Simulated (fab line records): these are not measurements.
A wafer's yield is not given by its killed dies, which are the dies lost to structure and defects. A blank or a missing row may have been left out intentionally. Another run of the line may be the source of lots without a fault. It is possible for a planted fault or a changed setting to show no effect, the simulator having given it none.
Problem report, 8D (eight disciplines) form, completed by code | flow berkeley cmos170 | the parts of the form that need people (team, actions taken, sign-off) are left out

1. WHAT WENT WRONG
developer temp C at UCB170_PWELL_DEVELOP_12 reads a mean of 23.12 C on 6 wafers of 2 lots; wafers without a fault read 21.02 C with a standard deviation of 0.1. That is +21 standard deviations from the usual mean.
The step: develop time 45 s.
First observed at day 6 21:00: wafer L374.2, on litho track-01. At this step, 42 wafers from 14 lots have a number in the record. By rule, "out" or "out of limits" means more than 4 standard deviations away from the usual mean. Any other wafer with a number is counted as sound.

2. WHAT IT IS, AND WHAT IT ISN'T
question                    | is                     | is not
which readings at this step | developer temp C       | exhaust pa
which lots                  | L374, L375             | L356, L357, L358, L360, L361, L363, L364, L366, L368, L371, L372, L379
which wafers of those lots  | all that have a number | -
read on which tools         | litho track-01         | litho track-02, litho track-03
when                        | from day 6 21:00       | up to then (33 sound wafers); but 3 sound wafers of L379 came after

3. SUSPECTS, AND WHAT RULES EACH OUT
Counting: a tool at any process step up to the reading remains a suspect when it ran all the lots that are out and ran no sound lot after the first of those.
- plasma asher-01 at UCB170_ZERO_STRIP_07 (strips in O2): kept. All lots that are out passed through it, beginning with L374 at day 5 13:26, and no sound lot followed; its final sound lot before that point was L371 at day 5 01:31.
- litho track-01 at UCB170_PWELL_DEVELOP_12 (develop time 45 s): kept. All lots that are out passed through it, beginning with L374 at day 6 21:00, and no sound lot followed; its final sound lot before that point was L371 at day 6 11:00. On those wafers its own readings are out: developer temp C.
The count leaves litho track-01 at UCB170_PWELL_DEVELOP_12 and plasma asher-01 at UCB170_ZERO_STRIP_07.

4. THE CAUSE (what the simulator had put in)
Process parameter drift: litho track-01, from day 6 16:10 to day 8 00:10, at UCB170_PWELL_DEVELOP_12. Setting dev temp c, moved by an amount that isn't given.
After counting, 2 suspects remain, this tool included.

5. THE CHAIN OF EFFECTS, in route order
Each row: a reading whose mean over the struck wafers that have a number lies more than 3 standard deviations from the usual. Scope: only readings with a usual standard deviation given in the record; hours: median across lots of the time from each lot's start at the first step in this table that gives one to its start at this step; sigmas: change in usual standard deviations.
hours | step                    | reading          | usual   | on struck wafers | change | sigmas
0     | UCB170_PWELL_DEVELOP_12 | developer temp C | 21.02 C | 23.12            | +2.10  | +21
It contains these process steps:
- UCB170_PWELL_DEVELOP_12: develop time 45 s.

6. HOW IT WOULD HAVE BEEN CAUGHT EARLIER
The fault began at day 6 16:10; the first out-of-limits reading in this record came at day 6 21:00, 5 hours later.
